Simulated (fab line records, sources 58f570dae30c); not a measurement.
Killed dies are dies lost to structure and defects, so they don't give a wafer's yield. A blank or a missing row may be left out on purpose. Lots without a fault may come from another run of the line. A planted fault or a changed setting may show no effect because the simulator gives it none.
Which tool did it? | flow berkeley_cmos170 | 6 lots, 18 wafers sampled, at 2 steps of a route of 331

WHAT THE GAUGES READ, wafer by wafer
UCB170_V2_THK_MEAS_01.
lot  | measured     | on            | V2_TEOS_THK (nm)
L187 | day 7 06:52  | film_metro-01 | 1972 1977 2011
L191 | day 8 07:58  | film_metro-01 | 1995 2025 2031
L200 | day 10 11:19 | film_metro-01 | 2007 2014 2021
L198 | day 10 11:35 | film_metro-04 | 1897 1929 1932
L203 | day 11 10:23 | film_metro-04 | 2013 2055 2006
L206 | day 12 06:35 | film_metro-01 | 1982 2000 2008

WHICH TOOL RAN EACH LOT (tool, then ch and the chambers of the sampled wafers, then the start)
lot  | UCB170_V2_CVD_00
L187 | pecvd-01 ch 0,1,2, day 7 06:43
L191 | pecvd-04 ch 0,1, day 8 07:47
L200 | pecvd-04 ch 0,1,2, day 10 11:13
L198 | pecvd-01 ch 1,2, day 10 11:25
L203 | pecvd-04 ch 0,1,2, day 11 10:04
L206 | pecvd-03 ch 0,2, day 12 06:25
- UCB170_V2_CVD_00: deposits SiO2 from TEOS/O2, target thk 2000 nm, time 250 s.

THE ANSWER, worked out from the rows above alone
Rule: what is usual is taken from the lots themselves. Put in order of their means at a reading, lots are off if they are a third of the lots or fewer, leave a main group of 4 or more, and stand apart from it by a gap of 3 or more times the standard deviation of the main group's means; of several such gaps the widest counts. A main group whose means are all the same, to the digits that the tables above print for the reading, isn't used. A lot without any number at a reading at which 4 lots or more have one is off too. The other lots that the step has rows for count as sound.
Off: L198, at UCB170_V2_THK_MEAS_01 (V2_TEOS_THK). The main group: mean 2008 nm, standard deviation 14.
A tool fits if, at a process step before that reading, it ran every lot that is off, and no sound lot after the first of them. The gauges at UCB170_V2_THK_MEAS_01 are tried like those tools. One fits: pecvd-01 at UCB170_V2_CVD_00. Its last sound lot is L187 (day 7 06:43), its first lot that is off L198 (day 10 11:25): a fault that began between those two fits.

WHAT THE SIMULATOR HAD PUT IN
Process parameter drift: pecvd-01, from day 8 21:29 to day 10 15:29, at UCB170_V2_CVD_00. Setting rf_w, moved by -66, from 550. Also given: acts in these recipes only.
Lots struck among those shown: L198. The rule above found the same.
